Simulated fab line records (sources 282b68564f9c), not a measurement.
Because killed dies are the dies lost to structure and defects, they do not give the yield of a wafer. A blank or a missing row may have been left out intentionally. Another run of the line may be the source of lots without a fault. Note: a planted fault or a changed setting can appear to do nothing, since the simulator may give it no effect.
The tool behind it: which one? -- flow ritCmos -- Sampling: 14 lots, 42 wafers, 3 of 202 route steps

== WHAT EACH GAUGE READ, for each wafer ==
RIT_SILICIDE_RS_MEAS_02: measures by four-point-probe. Usual: SILICIDE_TI_RS gives 47.9 ohm/sq (standard deviation 0.79).
lot,measured,on,SILICIDE_TI_RS (ohm/sq),flag
L166,day 3 08:23,filmMetro-02,47.2 48.5 47.7,
L167,day 3 14:14,filmMetro-04,46.4 46.9 47.0,
L168,day 3 21:46,filmMetro-01,48.9 48.4 47.5,
L169,day 4 02:31,filmMetro-02,47.6 47.0 47.2,
L170,day 4 07:17,filmMetro-01,46.9 47.8 47.6,
L171,day 4 09:18,filmMetro-02,47.4 48.8 47.8,
L172,day 4 13:13,filmMetro-04,47.6 48.3 48.8,
L173,day 4 15:10,filmMetro-04,48.4 49.8 47.9,
L174,day 4 19:52,filmMetro-04,45.7 45.7 45.9,
L177,day 5 10:53,filmMetro-02,48.2 48.7 48.4,
L180,day 5 23:16,filmMetro-04,47.9 48.1 48.4,
L181,day 6 07:04,filmMetro-02,48.6 44.9 48.3,
L183,day 6 16:08,filmMetro-02,48.1 48.3 45.1,
L188,day 7 15:59,filmMetro-04,47.5 47.9 49.0,

RIT_SILICIDE_THK_MEAS_03: measures by xrf. Usual: SILICIDE_TI_THK gives 29.8 nm (standard deviation 0.42).
lot,measured,on,SILICIDE_TI_THK (nm),flag
L166,day 3 08:29,filmMetro-02,30.4 29.9 30.1,
L167,day 3 14:20,filmMetro-04,30.6 30.2 30.2,
L168,day 3 21:53,filmMetro-01,29.2 29.4 30.0,
L169,day 4 02:38,filmMetro-02,30.1 30.5 30.4,
L170,day 4 07:24,filmMetro-01,30.2 29.8 30.0,
L171,day 4 09:24,filmMetro-02,30.4 29.7 30.2,
L172,day 4 13:20,filmMetro-04,30.0 29.7 29.4,
L173,day 4 15:17,filmMetro-04,29.6 28.9 29.7,
L174,day 4 19:59,filmMetro-04,31.0 30.8 30.8,
L177,day 5 10:59,filmMetro-02,29.8 29.6 29.8,
L180,day 5 23:23,filmMetro-04,29.6 29.5 29.2,
L181,day 6 07:11,filmMetro-02,29.6 31.7 29.9,
L183,day 6 16:13,filmMetro-02,30.0 29.9 31.5,
L188,day 7 16:06,filmMetro-04,29.8 29.7 29.1,

== WHICH TOOL RAN EACH LOT (tool, then ch and the chambers of the sampled wafers, then the start) ==
lot,RIT_SILICIDE_SPUTTER_01
L166,"pvdSputter-02, day 3 08:13"
L167,"pvdSputter-01, day 3 14:02"
L168,"pvdSputter-03, day 3 21:37"
L169,"pvdSputter-01, day 4 02:21"
L170,"pvdSputter-02, day 4 07:08"
L171,"pvdSputter-01, day 4 09:07"
L172,"pvdSputter-02, day 4 13:04"
L173,"pvdSputter-01, day 4 15:01"
L174,"pvdSputter-02, day 4 19:43"
L177,"pvdSputter-01, day 5 10:41"
L180,"pvdSputter-03, day 5 23:07"
L181,"pvdSputter-01, day 6 06:55"
L183,"pvdSputter-01, day 6 15:55"
L188,"pvdSputter-02, day 7 15:49"
- RIT_SILICIDE_SPUTTER_01: material Ti, target thk 30 nm, time 240 s.

== WHAT THE TOOLS THEMSELVES READ (means of the sampled wafers that have a number; where no wafer has one, the mark that the record gives instead) ==
RIT_SILICIDE_SPUTTER_01. Usual: chamberPressurePa 0.6669 Pa, standard deviation 0.0014; substrateTempC 25.00 C, standard deviation 0.1; throttleValvePct 30.2 %, standard deviation 0.96.
lot,tool,chamberPressurePa (Pa),substrateTempC (C),throttleValvePct (%),flag
L166,pvdSputter-02,0.6678,25.06,30.4,
L167,pvdSputter-01,0.6660,25.02,30.3,
L168,pvdSputter-03,0.6670,25.04,30.3,
L169,pvdSputter-01,0.6675,25.05,30.7,
L170,pvdSputter-02,0.6676,25.06,30.3,
L171,pvdSputter-01,0.6658,24.98,31.1,
L172,pvdSputter-02,0.6661,24.95,29.6,
L173,pvdSputter-01,0.6665,24.92,31.1,
L174,pvdSputter-02,0.6664,24.98,29.7,
L177,pvdSputter-01,0.6647,25.04,30.2,
L180,pvdSputter-03,0.6667,25.02,30.2,
L181,pvdSputter-01,0.6678,24.93,30.2,
L183,pvdSputter-01,0.6665,25.03,30.1,
L188,pvdSputter-02,0.6653,24.94,29.9,

== THE ANSWER, worked out from the rows above alone ==
Rule: take the mean of a lot's wafers that have a number; if it is more than 3 standard deviations from the usual mean, the lot is off. A lot without any number at a reading at which 4 lots or more have one is off too. The other lots that the step has rows for count as sound. Order of review: gauges by route order, followed by the tools' own readings, for which a lot's mean as printed above is used. The first step at which some lot is off is used, and at that step the reading that is off furthest; a lot without a number counts as furthest.
No lot is off on any of the readings shown, so nothing can be concluded from this.

== WHAT WAS PUT IN BY THE SIMULATOR ==
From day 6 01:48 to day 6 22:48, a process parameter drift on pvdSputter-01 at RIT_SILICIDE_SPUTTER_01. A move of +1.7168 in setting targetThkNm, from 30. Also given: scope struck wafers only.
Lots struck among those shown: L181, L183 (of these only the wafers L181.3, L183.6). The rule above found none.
